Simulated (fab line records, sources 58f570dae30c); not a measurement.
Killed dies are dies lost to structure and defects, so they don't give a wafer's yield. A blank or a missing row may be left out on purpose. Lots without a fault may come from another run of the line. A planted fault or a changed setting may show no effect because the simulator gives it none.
Problem report in the 8D (eight disciplines) form, filled by code | flow berkeley_cmos170 | the parts of the form that need people (team, actions taken, sign-off) are left out

1. THE PROBLEM
strip_time_to_endpoint_s at UCB170_NWELL_STRIP_15 reads a mean of 0.38 s on 6 wafers of 2 lots; wafers without a fault read 18.04 s with a standard deviation of 0.076. That is -99 or more standard deviations from the usual mean.
The step: strips in O2.
First seen on wafer L346.2, day 5 19:49, on plasma_asher-02. The record holds 42 wafers of 14 lots with a number at this step. Rule for "out", or "out of limits": more than 4 standard deviations from the usual mean. The other wafers with a number count as sound.

2. WHAT IT IS AND WHAT IT IS NOT
question                    | is                                       | is not
which readings at this step | strip_time_to_endpoint_s, oes_product_au | o2_flow_sccm
which lots                  | L346, L347                               | L330, L331, L333, L334, L335, L336, L337, L338, L339, L350, L351, L352
which wafers of those lots  | all that have a number                   | -
read on which tools         | plasma_asher-01, plasma_asher-02         | plasma_asher-04
when                        | from day 5 19:49                         | up to then (27 sound wafers); but 9 sound wafers of L350, L351, L352 came after

3. SUSPECTS, AND WHAT RULES EACH OUT
Counting: a tool at a process step up to the reading stays a suspect if it ran every lot that is out and no sound lot after the first of them.
- litho_track-04 at UCB170_NWELL_COAT_07 (resist thk 900 nm): kept. It ran every lot that is out, first L346 (day 5 18:44), and no sound lot after that; its last sound lot up to then is L339 (day 4 05:22).
Left after counting: litho_track-04 at UCB170_NWELL_COAT_07.

4. THE CAUSE (what the simulator had put in)
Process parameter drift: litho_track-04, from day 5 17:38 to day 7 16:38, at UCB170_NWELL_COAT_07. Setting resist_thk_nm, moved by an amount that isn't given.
Counting left only this tool.

5. THE CHAIN OF EFFECTS, in route order
Each row: a reading whose mean over the struck wafers that have a number lies more than 3 standard deviations from the usual. Only readings for which the record gives a usual standard deviation are gone through. hours: the time from each lot's start at the first step in this table that gives one to its start at this step, as a median over the lots. sigmas: the change in usual standard deviations.
hours | step                  | reading                  | usual      | on struck wafers | change | sigmas
0     | UCB170_NWELL_STRIP_15 | oes_product_au           | 0.721 a.u. | 0.245            | -0.476 | -99 or more
0     | UCB170_NWELL_STRIP_15 | strip_time_to_endpoint_s | 18.04 s    | 0.38             | -17.66 | -99 or more
The process steps in it:
- UCB170_NWELL_STRIP_15: strips in O2.
Later measuring or inspecting steps at which every struck wafer that the step has a row for has a number for every such reading, and none has moved that far: UCB170_ACTIVE_THK_MEAS_03, UCB170_PFIELD_OVL_MEAS_06.

6. WHAT WOULD HAVE CAUGHT IT SOONER
In this record the first reading out of limits was taken at day 5 19:49, 2 hours after the fault began at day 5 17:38.
Of the lots that are out (2), L347 began UCB170_NWELL_COAT_07 on litho_track-04 after day 5 19:49. A hold on the tool at that time would have spared it.
